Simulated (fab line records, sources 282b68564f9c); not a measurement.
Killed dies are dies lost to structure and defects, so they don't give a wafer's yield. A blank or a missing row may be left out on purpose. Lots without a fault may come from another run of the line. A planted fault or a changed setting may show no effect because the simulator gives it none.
A struck lot beside a sound one | flow rit_cmos | 44 steps out of a route of 202
Sound: wafers L611.1, L611.2, L611.4. Struck: wafers L614.1, L614.5, L614.6. The cause comes at the end.
At each step with rows: each side's tool, then ch and its chambers, then its first start. Under that, the readings that differ: sound wafers | struck wafers | difference of the means | sigmas: that difference in standard deviations of wafers without a fault.
alike: readings whose means differ by less than 2 such deviations, and words and numbers that are the same on both sides. not compared: withheld readings, readings that some wafer has no value for, bounds like >300 that may hide the same value, and numbers for which the record gives no deviation and whose values overlap.
The two part at a step that has a row with sigmas, a row that says differs or no value, or rows on one side only. Numbers that don't overlap but have no deviation are shown without sigmas and don't part them. A reading that every wafer of one side lacks parts them only if that side has two wafers or more.

first, 3 steps without rows for these wafers: RIT_REOX_CLEAN_01 (cleans in dHF, time 30 s); RIT_REOX_CLEAN_02 (cleans in SC2, time 600 s); RIT_REOX_OXIDATION_03 (target thk 25.2 nm, ox time 5580 s).
RIT_REOX_THK_MEAS_04:
  sound on film_metro-01, day 3 20:53; struck on film_metro-01, day 4 09:42
  alike: REOX_OXIDE_THK
then, 6 steps without rows for these wafers: RIT_NLDD_HMDS_00 (prime time 60 s); RIT_NLDD_COAT_01 (resist thk 1000 nm); RIT_NLDD_SOFTBAKE_02 (time 60 s); RIT_NLDD_EXPOSE_03 (exposes mask M7, target cd 40700 nm); RIT_NLDD_PEB_04; RIT_NLDD_DEVELOP_05 (develop time 50 s).
RIT_NLDD_OVL_MEAS_06:
  sound on overlay-01, day 3 22:10; struck on overlay-01, day 4 10:44
  alike: NLDD_OVL
then, 1 step without rows for these wafers: RIT_NLDD_HARDBAKE_07 (time 60 s).
RIT_NLDD_IMPLANT_08:
  sound on implanter-03 ch 0, day 3 22:21; struck on implanter-04 ch 0, day 4 10:55
  reading                          | sound                      | struck                     | difference | sigmas
  dose_ions_cm2                    | 5e+14 5.006e+14 5.003e+14  | 1.996e+14 2e+14 1.995e+14  | -3.006e+14 | -99 or more
  end_station_pressure_torr (Torr) | 6.22e-06 6.32e-06 6.83e-06 | 5.27e-06 5.57e-06 5.97e-06 | -8.53e-07  | -3
  faraday_current_uA               | 1582 1562 1586             | 647 640 615                | -943       | -30
RIT_NLDD_STRIP_09: strips in O2, time 180 s.
  sound on plasma_asher-01 ch 0,1, day 3 22:30; struck on plasma_asher-04 ch 0,1, day 4 11:04
  alike: drypump_motor_current_A
  not compared: rf_hours_counter_h
RIT_NLDD_TW_MEAS_10:
  sound on film_metro-02, day 3 22:40; struck on film_metro-04, day 4 11:14
  reading | sound          | struck         | difference | sigmas
  NLDD_TW | 2492 2486 2496 | 1937 1949 1940 | -549       | -50
then, 6 steps without rows for these wafers: RIT_PLDD_HMDS_00 (prime time 60 s); RIT_PLDD_COAT_01 (resist thk 1000 nm); RIT_PLDD_SOFTBAKE_02 (time 60 s); RIT_PLDD_EXPOSE_03 (exposes mask M8, target cd 40900 nm); RIT_PLDD_PEB_04; RIT_PLDD_DEVELOP_05 (develop time 50 s).
RIT_PLDD_OVL_MEAS_06:
  sound on overlay-01, day 3 23:55; struck on overlay-01, day 4 12:11
  alike: PLDD_OVL
then, 2 steps without rows for these wafers: RIT_PLDD_HARDBAKE_07 (time 60 s); RIT_PLDD_IMPLANT_08.
RIT_PLDD_STRIP_09: strips in O2, time 180 s.
  sound on plasma_asher-04 ch 0,1, day 4 00:16; struck on plasma_asher-03 ch 0,1, day 4 12:31
  alike: drypump_motor_current_A
  not compared: rf_hours_counter_h
RIT_PLDD_TW_MEAS_10:
  sound on film_metro-02, day 4 00:27; struck on film_metro-02, day 4 12:41
  alike: PLDD_TW
then, 4 steps without rows for these wafers: RIT_SPACER_CLEAN_00 (cleans in SC1, time 600 s); RIT_SPACER_CLEAN_01 (cleans in dHF, time 30 s); RIT_SPACER_CLEAN_02 (cleans in SC2, time 600 s); RIT_SPACER_CVD_03 (deposits Si3N4 from SiH2Cl2/NH3, target thk 250 nm, time 3300 s).
RIT_SPACER_THK_MEAS_04:
  sound on film_metro-01, day 4 03:27; struck on film_metro-04, day 4 15:55
  alike: SPACER_NITRIDE_THK
RIT_SPACER_ETCHBACK_05: etches Si3N4 in SF6/CHF3, stops on SiO2, target depth 250 nm, time 240 s.
  sound on rie_diel-04 ch 0,2, day 4 03:31; struck on rie_diel-01 ch 1,2, day 4 15:59
  alike: drypump_motor_current_A, oes_product_au, throttle_valve_pct
  not compared: rf_hours_counter_h
then, 6 steps without rows for these wafers: RIT_NSD_HMDS_00 (prime time 60 s); RIT_NSD_COAT_01 (resist thk 1000 nm); RIT_NSD_SOFTBAKE_02 (time 60 s); RIT_NSD_EXPOSE_03 (exposes mask M9, target cd 40700 nm); RIT_NSD_PEB_04; RIT_NSD_DEVELOP_05 (develop time 50 s).
RIT_NSD_OVL_MEAS_06:
  sound on overlay-01, day 4 04:38; struck on overlay-01, day 4 16:59
  alike: NSD_OVL
then, 2 steps without rows for these wafers: RIT_NSD_HARDBAKE_07 (time 60 s); RIT_NSD_IMPLANT_08.
RIT_NSD_STRIP_09: strips in O2, time 180 s.
  sound on plasma_asher-01 ch 0,1, day 4 04:58; struck on plasma_asher-01 ch 0,1, day 4 17:19
  alike: drypump_motor_current_A
  not compared: rf_hours_counter_h
RIT_SDANNEAL_RS_MEAS_07: measures by four-point-probe.
  sound on film_metro-02, day 4 07:31; struck on film_metro-02, day 4 19:53
  reading          | sound             | struck            | difference | sigmas
  NLDD_RS (ohm/sq) | 151.9 151.4 152.1 | 303.3 300.9 298.9 | +149.2     | +99 or more
RIT_M1_PROBE_99:
  sound on prober-01, day 4 14:34; struck on prober-01, day 5 03:05
  reading                             | sound             | struck            | difference | sigmas
  model.etest.nmos_0p15.r_on_ohm_um   | 1179 1192 1230    | 1789 1764 1754    | +569       |
  model.etest.nmos_0p3.r_on_ohm_um    | 2240 2241 2275    | 2766 2733 2748    | +497       |
  model.etest.nldd.rs_ohm_sq          | 378.9 383.2 393.4 | 836.8 821 812.7   | +438.3     |
  model.etest.nmos_turned.drive_ua_um | 313.8 304.6 295.2 | 112 118.7 119.5   | -188       |
  model.etest.nldd.line_ohm_um        | 118.8 118.7 123.8 | 260.6 261.9 257.2 | +139.5     |
  model.etest.nmos_0p15.drive_ua_um   | 456.1 453.9 432.3 | 335.8 341.5 341.1 | -108.0     |
  model.etest.nmos_narrow.drive_ua_um | 221.7 221.7 215.1 | 198.2 199.4 198.2 | -20.9      |
  model.etest.nmos_0p3.drive_ua_um    | 218.6 219.7 213.3 | 198.4 197 196.3   | -20.0      |
  alike: killed_at_M0_to_M3, killed_at_front_end, killed_dies, killed_open, killed_short

WHERE THEY PART
First at RIT_NLDD_IMPLANT_08; last, within this record, at RIT_SDANNEAL_RS_MEAS_07. Later steps at which nothing parts them and some readings are alike: RIT_M1_PROBE_99.

WHY: what the simulator had put in
Process parameter drift: implanter-04, from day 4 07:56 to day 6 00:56, at RIT_NLDD_IMPLANT_08. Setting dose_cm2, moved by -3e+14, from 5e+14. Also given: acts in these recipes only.
